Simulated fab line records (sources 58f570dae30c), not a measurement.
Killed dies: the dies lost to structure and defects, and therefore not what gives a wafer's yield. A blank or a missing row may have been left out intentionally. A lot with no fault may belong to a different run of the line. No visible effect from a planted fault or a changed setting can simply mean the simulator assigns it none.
fab line records    flow berkeley-cmos170
[record] lots = 6  wafers = 18  last-day = 11
route steps=331 shown PVT@124 GATE@125 FIELD@126
lots with no fault: from the same line, run without faults
start-h: start of the lot's first displayed wafer, in hours after the record's first day    wait-h: how many hours have passed since the lot's step before this one    " same as the row above    L1.1+2: a row that stands for several wafers    - no value, or no start was given    * or withheld: withheld    < > ~ a bound
route shown NAME@n: a module of which the file shows steps, and the number in the route of the first    usual: the fault-free wafers' mean and standard deviation    same: alike in all rows    chamber/n: place in a boat    sites: the reading at each site    _std_site: their standard deviation    _edge_site: outer sites' mean less inner sites'    radius-mm: for every site, how far away it sits from the centre of the wafer    mask NAME#n: copy n    behind: the tool/chamber that last shaped the wafer    hold: reason for holding the lot/hours on hold/outcome of the hold    device: names the non-switching transistor (n, p or np)    end of line: at the end of the route, the tests of the same wafers    where a step has no rows: the recipe by itself    killed: count of dies lost to structure and defects at first sort (not the wafer's yield)    map: dies across one wafer; x = killed, . = not, _ = none there
set.NAME: the setting as run; set.NAME@STEP: as run at that earlier step    model.NAME: the simulator's own value behind a step, which no gauge read
lots at selected steps of the route; one table per step, one row per wafer
services: the hour from which a tool's chamber was out of use, counted from the record's first day as start-h (under 0 if before that day), plus the number of hours and why
[[steps]]
[step UCB170_PVT_TW_MEAS_09]
[usual] PVT_TW = 507.7/2.6
lot.wafer  tool           chamber  start-h  wait-h  PVT_TW
L451.1     film-metro-04  -        127.41   0.1     503.3
L451.3     "              -        "        "       509.0
L451.5     "              -        "        "       507.3
L452.1     film-metro-03  -        136.10   0.1     513.1
L452.3     "              -        "        "       512.9
L452.6     "              -        "        "       511.2
L465.3     film-metro-04  -        201.57   0.1     510.2
L465.5     "              -        "        "       510.4
L465.6     "              -        "        "       511.5
L467.1     film-metro-03  -        202.30   0.1     505.7
L467.3     "              -        "        "       505.4
L467.4     "              -        "        "       506.8
L469.1     film-metro-03  -        217.59   0.1     506.6
L469.3     "              -        "        "       509.5
L469.4     "              -        "        "       504.2
L470.1     film-metro-01  -        217.94   0.1     502.5
L470.3     "              -        "        "       502.0
L470.4     "              -        "        "       501.0
[step UCB170_GATE_WET_ETCH_00]
[recipe] chemistry = dHF  dilution = 25:1  target = SiO2  temp-c = 25  time-s = 200
[step UCB170_FIELD_THK_MEAS_91]
[recipe] reads = SiO2_of_FIELD_OXIDATION_01
[usual] FIELD_OXIDE_LEFT_2_THK = 355/9.5
lot.wafer  tool           chamber  start-h  wait-h  FIELD_OXIDE_LEFT_2_THK[nm]
L451.1     film-metro-04  -        127.70   0.0     359
L451.3     "              -        "        "       362
L451.5     "              -        "        "       366
L452.1     film-metro-03  -        136.23   0.0     360
L452.3     "              -        "        "       363
L452.6     "              -        "        "       366
L467.1     film-metro-03  -        203.88   0.0     357
L467.3     "              -        "        "       353
L467.4     "              -        "        "       355
L465.3     film-metro-04  -        203.90   0.0     369
L465.5     "              -        "        "       370
L465.6     "              -        "        "       367
L469.1     film-metro-01  -        219.25   0.0     350
L469.3     "              -        "        "       355
L469.4     "              -        "        "       353
L470.1     film-metro-04  -        219.25   0.0     339
L470.3     "              -        "        "       343
L470.4     "              -        "        "       353
[step UCB170_GATE_OXIDATION_01]
[recipe] temp-c = 850  ambient = O2  target-thk-a = 66  ox-time-s = 1800
[step UCB170_GATE_THK_MEAS_02]
[recipe] reads = SiO2_of_GATE_OXIDATION_01
[usual] GATE_OXIDE_THK = 6.60/0.12
lot.wafer  tool           chamber  start-h  wait-h  GATE_OXIDE_THK[nm]
L451.1     film-metro-04  -        131.40   0.0     6.55
L451.3     "              -        "        "       6.74
L451.5     "              -        "        "       6.70
L452.1     film-metro-03  -        141.01   0.0     6.43
L452.3     "              -        "        "       6.54
L452.6     "              -        "        "       6.47
L465.3     film-metro-04  -        205.46   0.0     6.43
L465.5     "              -        "        "       6.55
L465.6     "              -        "        "       6.50
L467.1     film-metro-02  -        205.47   0.0     6.57
L467.3     "              -        "        "       6.57
L467.4     "              -        "        "       6.59
L469.1     film-metro-04  -        220.81   0.0     6.70
L469.3     "              -        "        "       6.70
L469.4     "              -        "        "       6.71
L470.1     film-metro-03  -        220.81   0.0     6.63
L470.3     "              -        "        "       6.58
L470.4     "              -        "        "       6.63
[step UCB170_GATE_ANNEAL_03]
[recipe] temp-c = 900  time-s = 1800  ambient = N2
[step UCB170_GATE_CVD_04]
[recipe] material = poly-Si  temp-c = 610  precursor = SiH4  time-s = 1440  pressure-mtorr = 375  target-thk-nm = 214  sih4-flow-sccm = 120
[step UCB170_GATE_THK_MEAS_05]
[recipe] reads = poly-Si_of_GATE_CVD_04
[usual] GATE_POLY_THK = 213.4/2.1
lot.wafer  tool           chamber  start-h  wait-h  GATE_POLY_THK[nm]
L451.1     film-metro-03  -        140.42   0.0     214.8
L451.3     "              -        "        "       214.5
L451.5     "              -        "        "       215.8
L452.1     film-metro-03  -        148.24   0.0     215.8
L452.3     "              -        "        "       216.9
L452.6     "              -        "        "       215.3
L467.1     film-metro-04  -        209.72   0.0     215.6
L467.3     "              -        "        "       214.6
L467.4     "              -        "        "       216.0
L465.3     film-metro-04  -        209.80   0.1     210.5
L465.5     "              -        "        "       213.7
L465.6     "              -        "        "       212.3
L469.1     film-metro-04  -        226.64   0.0     211.4
L469.3     "              -        "        "       210.4
L469.4     "              -        "        "       212.1
L470.1     film-metro-02  -        226.64   0.0     212.2
L470.3     "              -        "        "       210.3
L470.4     "              -        "        "       209.9
[step UCB170_GATE_COAT_06]
[recipe] resist = BARC  temp-c = withheld  time-s = withheld  spin-rpm = 3000  resist-thk-nm = withheld
[step UCB170_GATE_COAT_07]
[recipe] resist = KrF  spin-rpm = 1500  resist-thk-nm = 900
[step UCB170_GATE_SOFTBAKE_08]
[recipe] resist = KrF  temp-c = 130  time-s = 60
[step UCB170_GATE_EXPOSE_09]
[recipe] mask-id = POLY  target-cd-nm = 350  na = 0.5  sigma-outer = 0.6  source-shape = conventional  dose-mj = 21
[step UCB170_GATE_PEB_10]
[recipe] peb-temp-c = 130  peb-time-s = withheld  resist = KrF
[usual] heater-power-total-W = 56.81/0.04  plate-temp-C = 130.03/0.13
lot.wafer  tool            chamber  start-h  wait-h  heater-power-total-W  plate-temp-C
L451.1     litho-track-03  0        141.14   0.1     56.84                 129.78
L451.3     "               0        "        "       56.84                 129.96
L451.5     "               0        "        "       56.80                 129.90
L452.1     litho-track-02  0        148.87   0.1     56.78                 130.14
L452.3     "               0        "        "       56.87                 130.23
L452.6     "               0        "        "       56.72                 130.11
L467.1     litho-track-02  0        210.72   0.4     64.76                 143.85
L467.3     "               0        "        "       64.80                 143.83
L467.4     "               0        "        "       64.80                 143.79
L465.3     litho-track-02  0        211.05   0.5     64.90                 144.06
L465.5     "               0        "        "       64.78                 144.01
L465.6     "               0        "        "       64.75                 143.85
L470.1     litho-track-03  0        227.50   0.1     56.73                 129.79
L470.3     "               0        "        "       56.76                 129.91
L470.4     "               0        "        "       56.79                 129.96
L469.1     litho-track-04  0        227.87   0.1     56.76                 130.23
L469.3     "               0        "        "       56.79                 130.03
L469.4     "               0        "        "       56.86                 129.97
[step UCB170_GATE_DEVELOP_11]
[recipe] developer = TMAH  develop-time-s = 45  resist = KrF  dev-temp-c = 21
[step UCB170_GATE_CD_MEAS_12]
[recipe] target-cd-nm = 350
[usual] cd-nm = 349.8/1.3
lot.wafer  tool       chamber  start-h  wait-h  hold                      cd-nm
L451.1     cd-sem-02  -        141.42   -       -                         351.3
L451.3     "          -        "        "       -                         351.1
L451.5     "          -        "        "       -                         352.1
L452.1     cd-sem-02  -        149.18   -       -                         351.8
L452.3     "          -        "        "       -                         350.4
L452.6     "          -        "        "       -                         350.1
L467.1     cd-sem-02  -        211.00   -       await-dispo/0.2h/release  299.8
L467.3     "          -        "        "       await-dispo/0.2h/release  298.8
L467.4     "          -        "        "       await-dispo/0.2h/release  298.1
L467.1     cd-sem-02  -        211.39   0.4     -                         299.9
L467.3     "          -        "        "       -                         298.0
L467.4     "          -        "        "       -                         298.4
L465.3     cd-sem-02  -        211.31   -       await-dispo/0.2h/release  296.8
L465.5     "          -        "        "       await-dispo/0.2h/release  298.7
L465.6     "          -        "        "       await-dispo/0.2h/release  297.9
L465.3     cd-sem-02  -        211.68   0.3     -                         297.3
L465.5     "          -        "        "       -                         298.8
L465.6     "          -        "        "       -                         298.0
L470.1     cd-sem-01  -        227.78   -       -                         350.3
L470.3     "          -        "        "       -                         350.4
L470.4     "          -        "        "       -                         352.2
L469.1     cd-sem-01  -        228.15   -       -                         349.9
L469.3     "          -        "        "       -                         348.4
L469.4     "          -        "        "       -                         350.8
[step UCB170_GATE_OVL_MEAS_13]
[usual] GATE_OVL = 0/5.6
lot.wafer  tool        chamber  start-h  wait-h  hold                      GATE_OVL[nm]
L451.1     overlay-02  -        141.54   0.1     -                         -11
L451.3     "           -        "        "       -                         -8
L451.5     "           -        "        "       -                         -12
L452.1     overlay-02  -        149.30   0.1     -                         -2
L452.3     "           -        "        "       -                         1
L452.6     "           -        "        "       -                         9
L465.3     overlay-01  -        218.45   6.7     await-dispo/6.7h/release  -13
L465.5     "           -        "        "       await-dispo/6.7h/release  -11
L465.6     "           -        "        "       await-dispo/6.7h/release  -1
L467.1     overlay-01  -        220.64   9.2     await-dispo/9.1h/release  13
L467.3     "           -        "        "       await-dispo/9.1h/release  11
L467.4     "           -        "        "       await-dispo/9.1h/release  -1
L470.1     overlay-02  -        227.90   0.1     -                         5
L470.3     "           -        "        "       -                         4
L470.4     "           -        "        "       -                         -2
L469.1     overlay-01  -        228.27   0.1     -                         -7
L469.3     "           -        "        "       -                         1
L469.4     "           -        "        "       -                         -3
[step UCB170_GATE_ETCH_14]
[recipe] chemistry = N2/H2  target-depth-a = withheld  overetch-a = withheld  target = BARC  time-s = withheld  source-w = 500  bias-w = 100  pressure-mtorr = 30  n2-flow-sccm = 100  h2-flow-sccm = 200
[usual] chamber-pressure-mTorr = 30.001/0.029  drypump-motor-current-A = 5.6/0.36  oes-product-au = 1.005/0.023  throttle-valve-pct = 13.22/0.23
lot.wafer  tool         chamber  start-h  wait-h  chamber-pressure-mTorr  drypump-motor-current-A  oes-product-au  throttle-valve-pct
L451.1     rie-diel-02  0        141.57   0.0     30.022                  5.2                      1.006           13.19
L451.3     "            2        "        "       30.006                  5.8                      1.056           12.91
L451.5     "            1        "        "       30.034                  5.6                      0.996           13.16
L452.1     rie-diel-02  1        149.34   0.0     30.049                  5.5                      1.003           13.15
L452.3     "            2        "        "       29.946                  5.8                      1.045           12.90
L452.6     "            1        "        "       30.009                  5.5                      0.993           13.17
L465.3     rie-diel-03  1        218.47   0.0     29.970                  5.4                      0.985           13.49
L465.5     "            0        "        "       30.038                  5.9                      0.970           12.91
L465.6     "            1        "        "       29.995                  5.4                      0.981           13.48
L467.1     rie-diel-04  2        220.74   0.1     30.019                  5.2                      0.973           13.08
L467.3     "            1        "        "       29.975                  5.3                      0.972           13.42
L467.4     "            3        "        "       29.987                  6.4                      1.026           13.02
L470.1     rie-diel-02  1        227.93   0.0     30.000                  5.5                      1.002           13.17
L470.3     "            0        "        "       30.012                  5.3                      1.005           13.21
L470.4     "            2        "        "       30.001                  5.8                      1.062           12.90
L469.1     rie-diel-04  3        228.30   0.0     30.049                  6.4                      1.023           13.01
L469.3     "            1        "        "       30.018                  5.3                      0.975           13.41
L469.4     "            2        "        "       29.972                  5.2                      0.981           13.08
[step UCB170_GATE_ETCH_15]
[recipe] chemistry = HBr/Cl2  target = poly-Si  stop-on = SiO2  over-etch-frac = 0.3  icp-w = 300  bias-w = 150  time-s = 56.3  pressure-mtorr = 15  HBr_flow_sccm = 150  Cl2_flow_sccm = 50  target-depth-a = 2782
[usual] chamber-pressure-mTorr = 15.001/0.014  drypump-motor-current-A = 5.3/0.48  oes-product-au = 0.836/0.012  throttle-valve-pct = 26.53/0.25
[same] time-s = 56.3
lot.wafer  tool       chamber  start-h  wait-h  chamber-pressure-mTorr  drypump-motor-current-A  oes-product-au  rf-hours-counter-h  throttle-valve-pct  model.GATE.cd-nm
L451.1     rie-si-02  3        141.62   -       15.014                  5.6                      0.838           0                   26.43               351.6
L451.3     "          2        "        "       15.000                  5.0                      0.854           86                  26.87               351.8
L451.5     "          1        "        "       15.020                  4.7                      0.840           -                   26.42               352.1
L452.1     rie-si-01  0        149.38   -       14.975                  4.8                      0.828           102                 26.69               351
L452.3     "          3        "        "       15.000                  6.3                      0.860           116                 25.96               350.9
L452.6     "          2        "        "       14.999                  5.2                      0.824           -                   26.77               349.5
L465.3     rie-si-02  1        218.52   -       14.986                  4.7                      0.831           0                   26.29               297.4
L465.5     "          3        "        "       14.974                  5.6                      0.842           -                   26.40               299.4
L465.6     "          0        "        "       15.005                  5.1                      0.838           -                   26.45               298.5
L467.1     rie-si-02  2        220.78   -       15.000                  5.0                      0.870           86                  26.87               299.3
L467.3     "          0        "        "       15.000                  5.1                      0.836           1                   26.46               298.8
L467.4     "          1        "        "       14.996                  4.7                      0.847           0                   26.30               298
L470.1     rie-si-01  3        227.98   -       14.994                  6.3                      0.823           0                   26.08               349.6
L470.3     "          1        "        "       15.015                  5.8                      0.833           1                   26.58               350.9
L470.4     "          2        "        "       15.005                  5.2                      0.824           1                   26.79               351.9
L469.1     rie-si-02  2        228.34   -       14.970                  5.0                      0.851           86                  26.86               350.4
L469.3     "          3        "        "       14.990                  5.6                      0.821           1                   26.40               349.4
L469.4     "          1        "        "       15.027                  4.7                      0.847           0                   26.29               351.1
[step UCB170_GATE_STRIP_16]
[recipe] chemistry = O2  power-w = 400  pressure-mtorr = 3500  platen-temp-c = withheld  o2-flow-sccm = 400  overash-fraction = 0.5
[usual] chamber-pressure-mTorr = 3500/3.4  drypump-motor-current-A = 5.9/0.69  o2-flow-sccm = 399.9/1.3  oes-product-au = 0.724/0.0047
lot.wafer  tool             chamber  start-h  wait-h  chamber-pressure-mTorr  drypump-motor-current-A  o2-flow-sccm  oes-product-au  rf-hours-counter-h
L451.1     plasma-asher-04  1        141.66   0.0     3498                    6.6                      399.1         0.724           47
L451.3     "                0        "        "       3500                    6.5                      397.7         0.731           -
L451.5     "                0        "        "       3504                    6.6                      399.4         0.727           -
L452.1     plasma-asher-03  1        149.43   0.0     3502                    5.7                      401.6         0.729           42
L452.3     "                0        "        "       3502                    5.1                      397.9         0.724           -
L452.6     "                0        "        "       3499                    5.1                      399.7         0.723           -
L465.3     plasma-asher-04  1        218.70   0.2     3496                    6.5                      398.7         0.733           -
L465.5     "                1        "        "       3495                    6.5                      400.6         0.729           -
L465.6     "                0        "        "       3495                    6.6                      401.2         0.725           -
L467.1     plasma-asher-01  1        220.98   0.2     3503                    4.7                      398.7         0.719           45
L467.3     "                0        "        "       3500                    5.9                      398.0         0.722           -
L467.4     "                1        "        "       3498                    4.7                      399.5         0.725           -
L470.1     plasma-asher-04  1        228.03   0.0     3492                    6.5                      400.8         0.718           56
L470.3     "                0        "        "       3501                    6.6                      399.4         0.725           -
L470.4     "                1        "        "       3493                    6.5                      401.1         0.726           -
L469.1     plasma-asher-01  1        228.39   0.0     3493                    4.7                      401.1         0.730           47
L469.3     "                1        "        "       3497                    4.6                      398.9         0.718           -
L469.4     "                0        "        "       3501                    6.0                      399.0         0.720           -
[[services]]
tool             chamber  start-h  hours  kind
rie-diel-02      3        130.97   3.1    repair
rie-si-01        1        131.32   2.8    repair
plasma-asher-04  -        142.12   0.9    repair
rie-diel-03      2        152.99   6.8    repair
rie-si-02        1        156.48   -      clean
rie-si-02        1        156.48   15.9   scheduled-down
rie-si-02        1        156.48   15.9   vent-cycle
rie-diel-03      2        182.48   8.3    repair
plasma-asher-01  -        186.42   2.8    pm
rie-diel-04      -        191.08   0.2    repair
rie-si-01        3        191.25   -      clean
rie-si-01        3        191.25   33.7   scheduled-down
rie-si-01        3        191.25   33.7   vent-cycle
rie-diel-02      2        200.21   5.4    repair
rie-diel-04      0        208.05   2.2    repair
rie-diel-03      2        214.07   4.6    repair
[[key]]
[first-sign] step = UCB170_GATE_PEB_10  reading = heater-power-total-W  direction = up  sigmas = 99+  usual = 56.81  struck = 64.80
[effect] step = UCB170_GATE_PEB_10  reading = plate-temp-C  direction = up  sigmas = 99+  usual = *  struck = *
[effect] step = UCB170_GATE_CD_MEAS_12  reading = visit  direction = added
[effect] step = UCB170_GATE_CD_MEAS_12  reading = cd-nm  direction = down  sigmas = 40  usual = 349.8  struck = 298.4
[model-effect] step = UCB170_GATE_ETCH_15  value = GATE.cd-nm  without = 350.8  struck = 298.6
met-at UCB170_GATE_PEB_10
struck-wafers L465.3,L465.5,L465.6,L467.1,L467.3,L467.4
sort-left-out L465.3,L465.5,L465.6,L467.1,L467.3,L467.4
tester-left-out L465,L467
onset-between 148.87 210.72
[fault] kind = process-parameter-drift  tool = litho-track-02  chamber = -  onset-h = 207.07  steps = UCB170_GATE_PEB_10  channel = peb-temp-c  offset = *  shape = step  end-h = 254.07  acts-in = *  stated = *
// tester-left-out: of these lots the tester's yield and bins aren't shown, on N5 and GAA mostly nor the transistor test; their killed dies are dies lost to structure and defects alone, not to doping, threshold or leakage, so they don't give the yield
// sort-left-out: the simulated sort isn't trusted on such a fault, so these wafers' sort isn't shown, and their yield isn't known
